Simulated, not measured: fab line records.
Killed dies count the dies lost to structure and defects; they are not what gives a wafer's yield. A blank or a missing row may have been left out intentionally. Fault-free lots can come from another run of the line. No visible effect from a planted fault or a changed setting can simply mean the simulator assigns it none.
What tool caused it? :: flow rit_cmos :: 14 lots with 42 wafers sampled at 2 steps, on a route of 202 steps

WHAT THE GAUGES SHOWED, per wafer
RIT_PRETRO_TW_MEAS_10.
lot: L291
measured: day 2 08:56
on: film_metro-01
PRETRO_TW: 471.9 471.4 472.0

lot: L292
measured: day 2 12:28
on: film_metro-01
PRETRO_TW: 472.5 474.3 471.9

lot: L293
measured: day 2 18:16
on: film_metro-02
PRETRO_TW: 478.6 480.1 477.6

lot: L294
measured: day 2 23:40
on: film_metro-04
PRETRO_TW: 480.1 478.5 477.0

lot: L298
measured: day 3 19:12
on: film_metro-01
PRETRO_TW: 470.3 470.5 470.3

lot: L299
measured: day 3 23:20
on: film_metro-01
PRETRO_TW: 471.1 470.6 469.8

lot: L301
measured: day 4 09:51
on: film_metro-04
PRETRO_TW: 476.4 474.6 474.8

lot: L302
measured: day 4 14:28
on: film_metro-01
PRETRO_TW: 391.0 391.7 393.2

lot: L304
measured: day 5 00:52
on: film_metro-01
PRETRO_TW: 392.2 393.6 393.6

lot: L308
measured: day 5 20:35
on: film_metro-02
PRETRO_TW: 470.6 471.5 470.1

lot: L311
measured: day 6 11:58
on: film_metro-01
PRETRO_TW: 471.3 471.5 470.3

lot: L312
measured: day 6 17:02
on: film_metro-02
PRETRO_TW: 477.2 475.6 475.1

lot: L313
measured: day 6 22:00
on: film_metro-04
PRETRO_TW: 478.2 478.6 474.2

lot: L314
measured: day 7 03:07
on: film_metro-01
PRETRO_TW: 472.2 473.1 470.1

WHAT TOOL EACH LOT RAN ON (gives the tool, then ch and the chambers of the sampled wafers, and finally the start)
lot: L291
RIT_PRETRO_IMPLANT_08: implanter-01 ch 0, day 2 08:37

lot: L292
RIT_PRETRO_IMPLANT_08: implanter-03 ch 0, day 2 12:10

lot: L293
RIT_PRETRO_IMPLANT_08: implanter-01 ch 0, day 2 17:58

lot: L294
RIT_PRETRO_IMPLANT_08: implanter-01 ch 0, day 2 23:22

lot: L298
RIT_PRETRO_IMPLANT_08: implanter-02 ch 0, day 3 18:55

lot: L299
RIT_PRETRO_IMPLANT_08: implanter-03 ch 0, day 3 23:02

lot: L301
RIT_PRETRO_IMPLANT_08: implanter-02 ch 0, day 4 09:32

lot: L302
RIT_PRETRO_IMPLANT_08: implanter-02 ch 0, day 4 14:08

lot: L304
RIT_PRETRO_IMPLANT_08: implanter-02 ch 0, day 5 00:34

lot: L308
RIT_PRETRO_IMPLANT_08: implanter-03 ch 0, day 5 20:16

lot: L311
RIT_PRETRO_IMPLANT_08: implanter-01 ch 0, day 6 11:39

lot: L312
RIT_PRETRO_IMPLANT_08: implanter-01 ch 0, day 6 16:42

lot: L313
RIT_PRETRO_IMPLANT_08: implanter-03 ch 0, day 6 21:40

lot: L314
RIT_PRETRO_IMPLANT_08: implanter-01 ch 0, day 7 02:47
- RIT_PRETRO_IMPLANT_08

WHAT THE TOOLS THEMSELVES READ (means of the sampled wafers that have a number; where no wafer has one, the mark that the record gives instead)
RIT_PRETRO_IMPLANT_08.
lot: L291
tool: implanter-01
dose_ions_cm2: 1.2e+13
faraday_current_uA: 38.8

lot: L292
tool: implanter-03
dose_ions_cm2: 1.2e+13
faraday_current_uA: 38.3

lot: L293
tool: implanter-01
dose_ions_cm2: 1.2e+13
faraday_current_uA: 38.1

lot: L294
tool: implanter-01
dose_ions_cm2: 1.2e+13
faraday_current_uA: 38.9

lot: L298
tool: implanter-02
dose_ions_cm2: 1.2e+13
faraday_current_uA: 38.3

lot: L299
tool: implanter-03
dose_ions_cm2: 1.2e+13
faraday_current_uA: 38.8

lot: L301
tool: implanter-02
dose_ions_cm2: 1.2e+13
faraday_current_uA: 37.8

lot: L302
tool: implanter-02
dose_ions_cm2: 6.6e+12
faraday_current_uA: 21.2

lot: L304
tool: implanter-02
dose_ions_cm2: 6.6e+12
faraday_current_uA: 20.6

lot: L308
tool: implanter-03
dose_ions_cm2: 1.2e+13
faraday_current_uA: 37.7

lot: L311
tool: implanter-01
dose_ions_cm2: 1.2e+13
faraday_current_uA: 37.7

lot: L312
tool: implanter-01
dose_ions_cm2: 1.2e+13
faraday_current_uA: 37.9

lot: L313
tool: implanter-03
dose_ions_cm2: 1.2e+13
faraday_current_uA: 37.9

lot: L314
tool: implanter-01
dose_ions_cm2: 1.2e+13
faraday_current_uA: 38.0

THE ANSWER, worked out from the rows above alone
Rule: the usual values come from the lots themselves. The widest of any qualifying gaps counts: lots, ordered by their means at a reading, are off when they make up no more than a third of the lots, leave a main group of 4 or more, and stand apart from it by 3 or more times the standard deviation of that group's means. A main group is skipped when, at the precision printed for the reading in the tables above, its means are all equal. Also off: a lot with no number at a reading for which 4 or more lots have one. The other lots that the step has rows for count as sound. The gauges are gone through in route order, then the tools' own readings, and for those a lot's mean is taken as printed above. The first step at which some lot is off is used, and at that step the reading that is off furthest; a lot without a number counts as furthest.
Off: at RIT_PRETRO_TW_MEAS_10 (PRETRO_TW), L302, L304. The main group has a mean of 473.7 with a standard deviation of 3.1.
If a tool, at a process step before that reading, ran all the lots that are off and no sound lot after the first of them, it fits. Not tried: the gauges at RIT_PRETRO_TW_MEAS_10; whatever is off there is also off at RIT_PRETRO_IMPLANT_08, on other tools, and gauge error can't account for it. One candidate fits, namely implanter-02 at RIT_PRETRO_IMPLANT_08. A fault onset in the window from L301 (day 4 09:32, its last sound lot) to L302 (day 4 14:08, its first lot off) fits.
The tool's own readings at RIT_PRETRO_IMPLANT_08 bear it out: on the lots that are off they differ by more than 5 times the standard deviation of the sound lots' means. dose_ions_cm2 reads 6.6e+12 there against 1.2e+13 on the sound lots; faraday_current_uA reads 20.9 there against 38.2 on the sound lots.

WHAT THE SIMULATOR HAD INSERTED
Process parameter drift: implanter-02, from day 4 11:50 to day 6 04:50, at RIT_PRETRO_IMPLANT_08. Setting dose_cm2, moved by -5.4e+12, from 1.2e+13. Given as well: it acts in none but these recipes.
Struck lots among those shown: L302, L304. Same finding as the rule above.
